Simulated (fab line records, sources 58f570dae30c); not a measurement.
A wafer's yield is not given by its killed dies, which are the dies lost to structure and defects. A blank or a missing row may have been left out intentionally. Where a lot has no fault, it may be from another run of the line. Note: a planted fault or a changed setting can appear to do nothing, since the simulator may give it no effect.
One fault seen from 2 desks + flow berkeley_cmos170 + numbers are kept per desk, each desk with only its own; the story behind them comes last

== THE METROLOGY DESK ==
What the gauges read, lot by lot, whatever tool the lot ran on: means of the sampled wafers that have a number. Marked OUT: a lot whose mean sits more than 4 standard deviations from the usual mean, which makes it out of limits; the brackets give that distance.
Columns: A = cd_nm at UCB170_M3_CD_MEAS_15, usual 700.2 nm
| lot  | first seen here | A                |
|------|-----------------|------------------|
| L854 | day 7 09:56     | 700.4            |
| L856 | day 7 20:41     | 701.1            |
| L862 | day 8 16:33     | 700.5            |
| L859 | day 8 16:52     | 715.1 (+9.3) OUT |
| L860 | day 9 03:25     | 700.5            |
| L863 | day 9 03:37     | 717.2 (+11) OUT  |
| L867 | day 10 05:07    | 698.8            |
| L868 | day 11 10:16    | 698.5            |
| L870 | day 11 16:06    | 700.4            |
| L872 | day 11 19:20    | 697.3            |
| L874 | day 11 22:06    | 702.4            |
| L873 | day 11 22:39    | 699.8            |
| L876 | day 12 14:22    | 699.5            |
| L875 | day 12 15:26    | 697.4            |
This desk's finding: out of limits on L859, L863; first on L859, day 8 16:52 (cd_nm at UCB170_M3_CD_MEAS_15). L854, L856, L862, L860, L867, L868, L870, L872, L874, L873, L876, L875: within limits.

== DESK OF THE TOOL OWNER: litho_track-04 ==
For each lot that ran on this tool, the mean over its sampled wafers that have a number, from the tool's own readings at UCB170_M3_PEB_13. Marked OUT: a lot whose mean sits more than 4 standard deviations from the usual mean, which makes it out of limits; the brackets give that distance.
Columns: A = heater_power_total_W at UCB170_M3_PEB_13, usual 56.80 W
| lot  | first seen here | A               |
|------|-----------------|-----------------|
| L856 | day 7 20:25     | 56.78           |
| L859 | day 8 16:35     | 61.01 (+84) OUT |
| L863 | day 9 03:21     | 61.03 (+85) OUT |
| L874 | day 11 21:50    | 56.81           |
This desk's finding: out of limits on L859, L863; first on L859, day 8 16:35 (heater_power_total_W at UCB170_M3_PEB_13). L856, L874: within limits.

== TAKEN TOGETHER ==
The tool owner's desk could have raised an alarm at day 8 16:35, on L859, L863.
At day 8 16:52 the metrology desk could have sounded an alarm, on L859, L863.
All the named lots went through UCB170_M3_PEB_13 on litho_track-04.

== WHAT THE SIMULATOR HAD INSERTED ==
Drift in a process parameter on litho_track-04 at UCB170_M3_PEB_13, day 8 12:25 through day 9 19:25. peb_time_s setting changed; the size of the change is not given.
Shown lots that were struck: L859, L863.
Delay (hours) between the fault's onset and each desk's first out-of-limits reading: 4 at the tool owner's desk, 4 at the metrology desk.
